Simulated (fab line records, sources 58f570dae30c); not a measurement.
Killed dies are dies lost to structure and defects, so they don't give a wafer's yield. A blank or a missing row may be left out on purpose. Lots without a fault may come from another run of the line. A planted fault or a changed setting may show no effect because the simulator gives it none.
Which tool did it? | flow berkeley_cmos170 | 7 lots, 21 wafers sampled, at 4 steps of a route of 331

WHAT THE GAUGES READ, wafer by wafer
UCB170_SILICIDE_RS_MEAS_02: measures by four-point-probe.
lot  | measured     | on            | SILICIDE_TI_RS (ohm/sq)
L238 | day 6 22:08  | film_metro-03 | 26.2 25.6 25.9
L239 | day 7 02:27  | film_metro-04 | 25.8 26.0 25.6
L246 | day 9 02:58  | film_metro-04 | 22.6 22.7 22.5
L250 | day 9 20:37  | film_metro-03 | 26.6 26.3 26.8
L253 | day 10 18:53 | film_metro-04 | 26.8 26.1 26.7
L255 | day 11 11:01 | film_metro-01 | 25.8 26.1 26.2
L259 | day 12 16:20 | film_metro-01 | 26.6 26.6 26.2

WHICH TOOL RAN EACH LOT (tool, then ch and the chambers of the sampled wafers, then the start)
lot  | UCB170_PLDD_STRIP_10                 | UCB170_PSD_STRIP_09                  | UCB170_SILICIDE_SPUTTER_01
L238 | plasma_asher-04 ch 0,1, day 6 09:53  | plasma_asher-02 ch 0,1, day 6 16:14  | pvd_sputter-03, day 6 22:05
L239 | plasma_asher-03 ch 0,1, day 6 14:28  | plasma_asher-04 ch 1, day 6 22:55    | pvd_sputter-03, day 7 02:25
L246 | plasma_asher-03 ch 0,1, day 8 12:20  | plasma_asher-03 ch 0,1, day 8 23:35  | pvd_sputter-03, day 9 02:54
L250 | plasma_asher-03 ch 0,1, day 9 05:44  | plasma_asher-03 ch 0,1, day 9 16:53  | pvd_sputter-02, day 9 20:32
L253 | plasma_asher-01 ch 0,1, day 10 05:18 | plasma_asher-03 ch 0,1, day 10 13:14 | pvd_sputter-02, day 10 18:50
L255 | plasma_asher-03 ch 0,1, day 10 17:57 | plasma_asher-03 ch 0,1, day 11 07:16 | pvd_sputter-01, day 11 10:58
L259 | plasma_asher-03 ch 0,1, day 11 23:29 | plasma_asher-03 ch 0,1, day 12 12:25 | pvd_sputter-01, day 12 16:15
- UCB170_PLDD_STRIP_10: strips in O2.
- UCB170_PSD_STRIP_09: strips in O2.
- UCB170_SILICIDE_SPUTTER_01: material Ti, target thk 30 nm, time 25 s.

THE ANSWER, worked out from the rows above alone
Rule: what is usual is taken from the lots themselves. Put in order of their means at a reading, lots are off if they are a third of the lots or fewer, leave a main group of 4 or more, and stand apart from it by a gap of 3 or more times the standard deviation of the main group's means; of several such gaps the widest counts. A main group whose means are all the same, to the digits that the tables above print for the reading, isn't used. A lot without any number at a reading at which 4 lots or more have one is off too. The other lots that the step has rows for count as sound.
Off: L246, at UCB170_SILICIDE_RS_MEAS_02 (SILICIDE_TI_RS). The main group: mean 26.2 ohm/sq, standard deviation 0.31.
A tool fits if, at a process step before that reading, it ran every lot that is off, and no sound lot after the first of them. The gauges at UCB170_SILICIDE_RS_MEAS_02 are tried like those tools. One fits: pvd_sputter-03 at UCB170_SILICIDE_SPUTTER_01. Its last sound lot is L239 (day 7 02:25), its first lot that is off L246 (day 9 02:54): a fault that began between those two fits.

WHAT THE SIMULATOR HAD PUT IN
Process parameter drift: pvd_sputter-03, from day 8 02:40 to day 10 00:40, at UCB170_SILICIDE_SPUTTER_01. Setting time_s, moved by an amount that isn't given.
Lots struck among those shown: L246. The rule above found the same.
